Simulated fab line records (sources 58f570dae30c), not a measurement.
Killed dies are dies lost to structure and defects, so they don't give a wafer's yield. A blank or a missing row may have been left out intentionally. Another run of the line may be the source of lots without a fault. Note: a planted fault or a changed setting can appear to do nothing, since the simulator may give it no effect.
fab line records	flow berkeley-cmos170
record lots=6	wafers=18	last-day=11
route steps=331 shown NLDD@159 SPACER@171 PSD@175 M3@331
lots that met no fault: taken from a fault-free run of the same line
start-h: start of the lot's first displayed wafer, in hours after the record's first day	wait-h: how many hours have passed since the lot's step before this one	" the same as in the row above	L1.1+2: several wafers, shown together as one row	- no value, or no start was given	* or withheld: withheld	< > ~ a bound
route shown NAME@n: names a module that has steps shown in the file, with the first one's number in the route	usual: mean/standard deviation of fault-free wafers	same: alike in all rows	chamber/n: place in a boat	sites: each site's reading	_std_site: how widely they spread, as a standard deviation	_edge_site: the outer-site mean with the inner-site mean subtracted	radius-mm: for every site, how far away it sits from the centre of the wafer	mask NAME#n: copy n	behind: the last tool/chamber to shape the wafer	hold: reason for holding the lot/hours on hold/outcome of the hold	device: transistor that didn't switch, given as n, p or np	end of line: at the end of the route, the tests of the same wafers	where a step has no rows: the recipe by itself	killed: dies lost to structure and defects at the first sort, not the wafer's yield	map: per-die view of a wafer (x killed, . not killed, _ where there is no die)
set.NAME: setting as actually run; set.NAME@STEP: the setting as run at that earlier step	model.NAME: the simulator's own value behind a step, which no gauge read
certain route steps with their lots: each step a table, each wafer a row
services: the hour from which a tool's chamber was out of use, counted from the record's first day as start-h (under 0 if before that day), plus the number of hours and why
## steps
# step UCB170_NLDD_COAT_01
# recipe resist=KrF	spin-rpm=1500	resist-thk-nm=900
# step UCB170_NLDD_SOFTBAKE_02
# recipe resist=KrF	temp-c=130	time-s=60
# step UCB170_NLDD_EXPOSE_03
# recipe mask-id=NSELECT	na=0.5	sigma-outer=0.6	source-shape=conventional	target-cd-nm=1200	dose-mj=30
# step UCB170_NLDD_PEB_04
# recipe peb-temp-c=130	peb-time-s=withheld	resist=KrF
# step UCB170_NLDD_DEVELOP_05
# recipe developer=TMAH	develop-time-s=45	resist=KrF	dev-temp-c=21
# step UCB170_NLDD_CD_MEAS_06
# recipe target-cd-nm=1200
# usual cd-nm=1200.0/1.5
lot.wafer	tool	chamber	start-h	wait-h	cd-nm
L958.2	cd-sem-02	-	142.01	-	1201.5
L958.4	"	-	"	"	1200.3
L958.6	"	-	"	"	1200.3
L961.2	cd-sem-02	-	151.36	-	1200.4
L961.3	"	-	"	"	1200.3
L961.6	"	-	"	"	1199.5
L967.1	cd-sem-02	-	182.08	-	1198.7
L967.3	"	-	"	"	1198.6
L967.6	"	-	"	"	1200.3
L974.1	cd-sem-01	-	207.01	-	1198.1
L974.2	"	-	"	"	1198.3
L974.4	"	-	"	"	1199.4
L970.2	cd-sem-01	-	210.01	-	1198.0
L970.3	"	-	"	"	1199.5
L970.6	"	-	"	"	1199.1
L975.1	cd-sem-01	-	230.60	-	1199.2
L975.3	"	-	"	"	1199.2
L975.5	"	-	"	"	1200.3
# step UCB170_NLDD_OVL_MEAS_07
# usual NLDD_OVL=1/6.9
lot.wafer	tool	chamber	start-h	wait-h	NLDD_OVL[nm]
L958.2	overlay-01	-	142.12	0.1	-9
L958.4	"	-	"	"	-15
L958.6	"	-	"	"	-5
L961.2	overlay-01	-	151.47	0.1	-4
L961.3	"	-	"	"	-2
L961.6	"	-	"	"	-10
L967.1	overlay-01	-	182.20	0.1	-11
L967.3	"	-	"	"	-8
L967.6	"	-	"	"	-8
L974.1	overlay-02	-	207.13	0.1	-6
L974.2	"	-	"	"	0
L974.4	"	-	"	"	-3
L970.2	overlay-01	-	210.12	0.1	-1
L970.3	"	-	"	"	-1
L970.6	"	-	"	"	5
L975.1	overlay-01	-	230.72	0.1	-1
L975.3	"	-	"	"	3
L975.5	"	-	"	"	1
# step UCB170_NLDD_IMPLANT_08
# recipe species=As	dose-cm2=5e+13	energy-kev=30	tilt-deg=7	rotation-deg=0
# step UCB170_NLDD_IMPLANT_09
# recipe species=As	dose-cm2=5e+13	energy-kev=30	tilt-deg=7	rotation-deg=180
# step UCB170_NLDD_STRIP_10
# recipe chemistry=O2	power-w=400	pressure-mtorr=3500	platen-temp-c=withheld	o2-flow-sccm=400	overash-fraction=0.5
# usual drypump-motor-current-A=5.9/0.45	oes-product-au=0.735/0.0047	strip-time-to-endpoint-s=21.64/0.06
# same overash-fraction=0.5
lot.wafer	tool	chamber	start-h	wait-h	drypump-motor-current-A	oes-product-au	rf-hours-counter-h	strip-time-to-endpoint-s
L958.2	plasma-asher-01	1	142.45	0.1	5.8	0.743	42	21.65
L958.4	"	0	"	"	5.6	0.740	-	21.73
L958.6	"	1	"	"	5.9	0.732	-	21.65
L961.2	plasma-asher-01	0	151.80	0.1	5.5	0.734	44	21.63
L961.3	"	1	"	"	5.8	0.738	-	21.59
L961.6	"	1	"	"	5.9	0.740	-	21.54
L967.1	plasma-asher-03	0	182.54	0.1	6.7	0.735	44	21.55
L967.3	"	0	"	"	6.6	0.735	-	21.60
L967.6	"	1	"	"	6.0	0.741	-	21.58
L974.1	plasma-asher-03	1	207.46	0.1	5.9	0.737	47	21.63
L974.2	"	0	"	"	6.6	0.734	47	21.66
L974.4	"	1	"	"	6.0	0.741	-	21.63
L970.2	plasma-asher-03	1	210.45	0.1	5.9	0.741	47	21.63
L970.3	"	1	"	"	6.0	0.740	-	21.58
L970.6	"	1	"	"	6.0	0.729	-	21.59
L975.1	plasma-asher-02	1	231.06	0.1	5.0	0.730	13	21.66
L975.3	"	0	"	"	6.2	0.733	-	21.69
L975.5	"	0	"	"	6.2	0.731	-	21.68
# step UCB170_NLDD_TW_MEAS_11
# usual NLDD_TW=2231/12
lot.wafer	tool	chamber	start-h	wait-h	NLDD_TW
L958.2	film-metro-04	-	142.56	0.1	2232
L958.4	"	-	"	"	2228
L958.6	"	-	"	"	2257
L961.2	film-metro-04	-	151.91	0.1	2219
L961.3	"	-	"	"	2238
L961.6	"	-	"	"	2237
L967.1	film-metro-03	-	182.64	0.1	2234
L967.3	"	-	"	"	2235
L967.6	"	-	"	"	2224
L974.1	film-metro-04	-	207.56	0.1	2240
L974.2	"	-	"	"	2247
L974.4	"	-	"	"	2244
L970.2	film-metro-04	-	210.56	0.1	2229
L970.3	"	-	"	"	2238
L970.6	"	-	"	"	2225
L975.1	film-metro-02	-	231.16	0.1	2193
L975.3	"	-	"	"	2194
L975.5	"	-	"	"	2193
# step UCB170_NLDD_CLEAN_12
# recipe chemistry=SPM	temp-c=120	time-s=600
# step UCB170_SPACER_CVD_00
# recipe material=SiO2	target-thk-nm=376	temp-c=390	precursor=TEOS/O2	time-s=47	rf-w=550	pressure-mtorr=9000
# usual heater-power-w=266/51
lot.wafer	tool	chamber	start-h	wait-h	heater-power-w	model.SiO2_of_SPACER_CVD_00.thk-nm
L958.2	pecvd-03	2	142.78	0.0	210	372.2
L958.4	"	1	"	"	303	376.2
L958.6	"	2	"	"	215	378.5
L961.2	pecvd-02	0	152.15	0.0	284	374.3
L961.3	"	1	"	"	287	377.4
L961.6	"	2	"	"	183	377.3
L967.1	pecvd-03	0	183.11	0.0	183	399.9
L967.3	"	1	"	"	298	399.1
L967.6	"	1	"	"	211	401.5
L974.1	pecvd-02	0	208.01	0.0	279	366.5
L974.2	"	1	"	"	301	375.4
L974.4	"	2	"	"	221	375.5
L970.2	pecvd-03	1	210.80	0.0	275	392.3
L970.3	"	2	"	"	216	397.9
L970.6	"	1	"	"	284	403
L975.1	pecvd-02	1	231.41	0.0	309	380
L975.3	"	2	"	"	249	375.7
L975.5	"	2	"	"	262	382.1
# step UCB170_SPACER_THK_MEAS_01
# recipe reads=SiO2_of_SPACER_CVD_00
# usual SPACER_TEOS_THK=374/4.6
lot.wafer	tool	chamber	start-h	wait-h	SPACER_TEOS_THK[nm]
L958.2	film-metro-03	-	142.84	0.0	372
L958.4	"	-	"	"	377
L958.6	"	-	"	"	378
L961.2	film-metro-03	-	152.20	0.0	375
L961.3	"	-	"	"	378
L961.6	"	-	"	"	377
L967.1	film-metro-01	-	183.15	0.0	400
L967.3	"	-	"	"	399
L967.6	"	-	"	"	402
L974.1	film-metro-01	-	208.06	0.0	366
L974.2	"	-	"	"	375
L974.4	"	-	"	"	376
L970.2	film-metro-01	-	210.85	0.0	392
L970.3	"	-	"	"	398
L970.6	"	-	"	"	403
L975.1	film-metro-01	-	231.45	0.0	380
L975.3	"	-	"	"	376
L975.5	"	-	"	"	382
# step UCB170_SPACER_ANNEAL_02
# recipe temp-c=900	time-s=1800	ambient=N2
# step UCB170_SPACER_ETCHBACK_03
# recipe stop-on=Si	target=SiO2	chemistry=CHF3/CF4/Ar	CHF3_flow_sccm=50	cf4-flow-sccm=10	Ar_flow_sccm=120	pressure-mtorr=200	rf-w=500	target-depth-a=3760	time-s=100
# usual drypump-motor-current-A=5.8/0.4	oes-product-au=0.893/0.02	throttle-valve-pct=6.41/0.097
lot.wafer	tool	chamber	start-h	wait-h	drypump-motor-current-A	oes-product-au	rf-hours-counter-h	throttle-valve-pct	model.etch.depth-nm
L958.2	rie-diel-02	3	147.18	0.0	5.6	0.886	127	6.36	372.2
L958.4	"	3	"	"	5.6	0.889	-	6.35	376.2
L958.6	"	0	"	"	6.3	0.923	-	6.29	378.5
L961.2	rie-diel-01	3	155.28	0.0	6.0	0.869	76	6.51	374.3
L961.3	"	0	"	"	6.5	0.899	143	6.53	377.4
L961.6	"	1	"	"	5.3	0.905	-	6.33	377.3
L967.1	rie-diel-03	0	186.68	0.0	5.2	0.954	14	6.39	399.9
L967.3	"	2	"	"	6.0	0.956	66	6.31	399.1
L967.6	"	0	"	"	5.2	0.948	-	6.41	401.5
L974.1	rie-diel-01	0	213.89	0.0	6.6	0.870	146	6.51	366.5
L974.2	"	3	"	"	6.0	0.878	79	6.50	375.4
L974.4	"	2	"	"	6.1	0.872	-	6.38	375.5
L970.2	rie-diel-02	3	213.96	0.1	5.6	0.912	130	6.36	392.3
L970.3	"	0	"	"	6.3	0.955	10	6.27	397.9
L970.6	"	0	"	"	6.3	0.971	-	6.27	403
L975.1	rie-diel-02	1	237.40	0.0	5.5	0.927	1	6.44	380
L975.3	"	0	"	"	6.3	0.925	10	6.29	375.7
L975.5	"	3	"	"	5.6	0.904	-	6.37	382.1
# step UCB170_PSD_HMDS_00
# recipe prime-time-s=60	prime-temp-c=100
# step UCB170_M3_PROBE_99
lot.wafer	tool	chamber	start-h	wait-h	model.etest.pplus-sal.width-nm	model.etest.nplus-sal.width-nm	model.etest.nmos_0p35.r-on-ohm-um	model.etest.field-p-metal.vt-v	model.etest.field-n-metal.vt-v	model.etest.pplus-sal.line-ohm-um	model.etest.nplus-sal.line-ohm-um
L958.2	prober-01	-	175.14	0.1	697.8	694.4	1456	-60.84	53.53	5.339	5.196
L958.4	prober-01	-	175.24	0.2	680.4	678.9	1485	-61.2	53.88	5.42	5.368
L958.6	prober-01	-	175.34	0.2	664.5	664.6	1474	-61.94	54.65	5.49	5.456
L961.2	prober-02	-	184.55	0.1	667.4	670.5	1480	-61.8	54.55	5.475	5.319
L961.3	prober-02	-	184.60	0.2	704	706.6	1446	-61.03	53.94	5.246	5.114
L961.6	prober-02	-	184.75	0.2	674.1	673.4	1478	-61.91	54.52	5.434	5.39
L967.1	prober-01	-	217.83	0.1	623.5	620.6	1545	-62.32	55.62	5.902	5.849
L967.3	prober-01	-	217.93	0.2	663	660.7	1535	-61.26	54.56	5.539	5.458
L974.1	prober-01	-	246.15	0.1	746.2	748	1431	-57.55	50.98	5.01	4.966
L974.2	prober-01	-	246.20	0.1	721.8	720.7	1458	-58.34	51.77	5.16	5.02
L974.4	prober-01	-	246.30	0.2	709.6	714	1462	-59.17	52.44	5.169	5.154
L970.2	prober-01	-	251.48	0.1	666	664.8	1517	-60.51	53.52	5.497	5.568
L970.3	prober-01	-	251.53	0.2	658.1	656.3	1537	-60.84	53.85	5.601	5.42
L970.6	prober-01	-	251.68	0.2	633.7	632.4	1554	-61.47	54.62	5.776	5.626
L975.1	prober-02	-	264.38	0.1	734	734.4	1493	-58.41	51.42	5.111	4.926
L975.3	prober-02	-	264.48	0.2	697.3	703.3	1492	-60.41	52.98	5.29	5.126
# killed by level:class
L958.4 START:geometric-particle:open=1 FIELD:geometric-particle:short=1 SILICIDE:geometric-particle:open=1
L958.6 SILICIDE:geometric-particle:open=2
L961.2 GATE:geometric-particle:open=2 ZERO:geometric-particle:short=1 SILICIDE:geometric-particle:short=1 CONTACT:geometric-particle:open=1 V1:geometric-particle:open=1
L961.3 SCREENOX:geometric-particle:short=1
L961.6 START:geometric-particle:short=1 CONTACT:geometric-particle:open=1
L974.1 GATE:geometric-particle:short=2 M1:geometric-particle:short=1 M3:geometric-particle:short=1
L974.2 SILICIDE:geometric-particle:open=1 M1:geometric-particle:open=1 V1:geometric-particle:open=1 V1:geometric-particle:short=1
L974.4 GATE:geometric-particle:short=1 GATE:geometric-particle:open=1 SILICIDE:geometric-particle:short=1 M2:geometric-particle:short=1
L975.1 V1:geometric-particle:open=1 V2:geometric-particle:open=1 ACTIVE:area-etch=1
L975.3 SILICIDE:geometric-particle:short=1 M1:geometric-particle:short=1 M3:geometric-particle:open=1 ACTIVE:area-etch=1
## services
tool	chamber	start-h	hours	kind
rie-diel-02	3	131.01	3.2	repair
pecvd-02	-	135.50	14.0	pm
pecvd-02	0	135.50	14.0	vent-cycle
pecvd-02	1	135.50	14.0	vent-cycle
pecvd-02	2	135.50	14.0	vent-cycle
rie-diel-02	1	136.36	3.6	repair
rie-diel-01	3	138.69	11.9	repair
plasma-asher-03	-	141.58	3.5	repair
rie-diel-02	2	142.66	5.8	repair
pecvd-02	0	149.50	-	clean
pecvd-02	1	149.50	-	clean
pecvd-02	2	149.50	-	clean
rie-diel-02	0	153.99	1.4	repair
rie-diel-03	1	181.93	5.6	repair
rie-diel-02	1	186.83	-	clean
rie-diel-02	1	186.83	23.1	scheduled-down
rie-diel-01	1	188.03	9.4	repair
rie-diel-01	2	191.05	14.4	repair
plasma-asher-01	-	199.44	0.4	repair
rie-diel-01	1	206.89	10.9	repair
rie-diel-01	0	208.76	4.3	repair
plasma-asher-01	-	213.65	0.5	repair
rie-diel-01	-	225.92	2.8	pm
rie-diel-02	2	235.43	7.6	repair
## key
first-sign step=UCB170_SPACER_THK_MEAS_01	reading=SPACER_TEOS_THK	direction=up	sigmas=5.5	usual=374	struck=399
effect step=UCB170_SPACER_ETCHBACK_03	reading=oes-product-au	direction=up	sigmas=2.8	usual=0.893	struck=0.949
model-effect step=UCB170_SPACER_CVD_00	value=SiO2_of_SPACER_CVD_00.thk-nm	without=369.9	struck=398.9
model-effect step=UCB170_SPACER_ETCHBACK_03	value=etch.depth-nm	without=369.9	struck=398.9
model-effect step=UCB170_M3_PROBE_99	value=etest.pplus-sal.width-nm	without=709.2	struck=648.9
met-at UCB170_SPACER_CVD_00
struck-wafers L967.1,L967.3,L967.6,L970.2,L970.3,L970.6
sort-left-out L967.1,L967.3,L967.6,L970.2,L970.3,L970.6
tester-left-out L967,L970
onset-between 142.78 183.11
fault kind=process-parameter-drift	tool=pecvd-03	chamber=-	onset-h=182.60	steps=UCB170_SPACER_CVD_00	channel=target-thk-nm	offset=29.071	shape=step	end-h=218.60	acts-in=these-recipes-only	stated=376
# tester-left-out: of these lots the tester's yield and bins aren't shown, on N5 and GAA mostly nor the transistor test; their killed dies are dies lost to structure and defects alone, not to doping, threshold or leakage, so they don't give the yield
# sort-left-out: the simulated sort isn't trusted on such a fault, so these wafers' sort isn't shown, and their yield isn't known
